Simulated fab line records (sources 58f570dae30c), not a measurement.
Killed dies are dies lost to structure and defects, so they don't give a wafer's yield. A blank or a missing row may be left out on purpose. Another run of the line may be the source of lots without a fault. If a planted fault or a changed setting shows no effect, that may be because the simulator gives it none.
A lot that was struck, set against a sound lot + flow berkeley_cmos170 + 14 steps out of a route of 331
Sound: wafers L218.2, L218.4, L218.5. Wafers L225.1, L225.4, L225.5 were the ones struck. The cause is given at the end.
For every step that has rows: the tool of each side, followed by ch and its chambers, followed by its first start. Under that, the readings that differ: sound wafers + struck wafers + difference of the means + sigmas: that difference in standard deviations of wafers without a fault.
alike: readings whose means differ by less than 2 such deviations, and words and numbers that are the same on both sides. not compared: withheld readings, readings that some wafer has no value for, bounds like >300 that may hide the same value, and numbers for which the record gives no deviation and whose values overlap.
Wherever a step has rows on one side only, a row that says differs or no value, or a row with sigmas, the two part there. Numbers that have no deviation but don't overlap get no sigmas and don't part them. Lack of a reading on every wafer of one side parts them only where that side has two or more wafers.

first, 3 steps without rows for these wafers: UCB170_ACTIVE_EXPOSE_10 (exposes mask ACTIVE, target cd 1200 nm); UCB170_ACTIVE_PEB_11; UCB170_ACTIVE_DEVELOP_12 (develop time 45 s).
UCB170_ACTIVE_CD_MEAS_13: the cd target is 1200 nm.
  struck on cd_sem-01, day 7 12:38; sound on cd_sem-02, day 6 08:52
| reading    | sound                | struck               | difference | sigmas |
|------------|----------------------|----------------------|------------|--------|
| cd_nm (nm) | 1198.3 1198.2 1198.1 | 1201.6 1200.4 1200.5 | +2.6       | +2     |
UCB170_ACTIVE_OVL_MEAS_14:
  struck on overlay-01, day 7 12:45; sound on overlay-01, day 6 08:58
  alike: ACTIVE_OVL
UCB170_ACTIVE_ETCH_15: etches Si3N4 in CH3F/Ar/O2, stops on SiO2, target depth 242 nm, time 151 s.
  sound on rie_diel-02 ch 0,1,3, day 6 08:59; struck on rie_diel-01 ch 1,2,3, day 7 12:47
  alike: drypump_motor_current_A, mfc_ar_sccm, oes_product_au, throttle_valve_pct
  not compared: rf_hours_counter_h
UCB170_ACTIVE_STRIP_16: strips in O2.
  sound on plasma_asher-04 ch 0,1, day 6 09:05; struck on plasma_asher-04 ch 1, day 7 12:53
  alike: drypump_motor_current_A, oes_product_au, strip_time_to_endpoint_s
  not compared: rf_hours_counter_h
UCB170_ACTIVE_CD_MEAS_90: the cd target is 1200 nm.
  struck on cd_sem-01, day 7 12:59; sound on cd_sem-02, day 6 09:13
| reading    | sound                | struck               | difference | sigmas |
|------------|----------------------|----------------------|------------|--------|
| cd_nm (nm) | 1198.0 1198.3 1197.7 | 1201.3 1201.0 1200.5 | +2.9       | +2     |
then, 4 steps without rows for these wafers: UCB170_ACTIVE_CLEAN_17 (cleans in SPM, time 600 s); UCB170_PFIELD_HMDS_00 (prime time 60 s); UCB170_PFIELD_COAT_01 (resist thk 900 nm); UCB170_PFIELD_SOFTBAKE_02 (time 60 s).
UCB170_PFIELD_EXPOSE_03: exposes mask PFIELD, target cd 1500 nm.
  struck on krf_scanner-02, day 7 14:14; sound on krf_scanner-02 ch 0, day 6 10:13
  no value came back on the struck wafers for exposure_dose_mJ_cm2, focus_offset_nm (nm); on the sound wafers exposure_dose_mJ_cm2 reads 30.48 30.47 30.49
  alike: mask
after that, 1 step had no rows for these wafers: UCB170_PFIELD_PEB_04.

## WHERE THEY PART
Earliest at UCB170_ACTIVE_CD_MEAS_13; latest, in this record, at UCB170_PFIELD_EXPOSE_03.

WHY: what the simulator had put in
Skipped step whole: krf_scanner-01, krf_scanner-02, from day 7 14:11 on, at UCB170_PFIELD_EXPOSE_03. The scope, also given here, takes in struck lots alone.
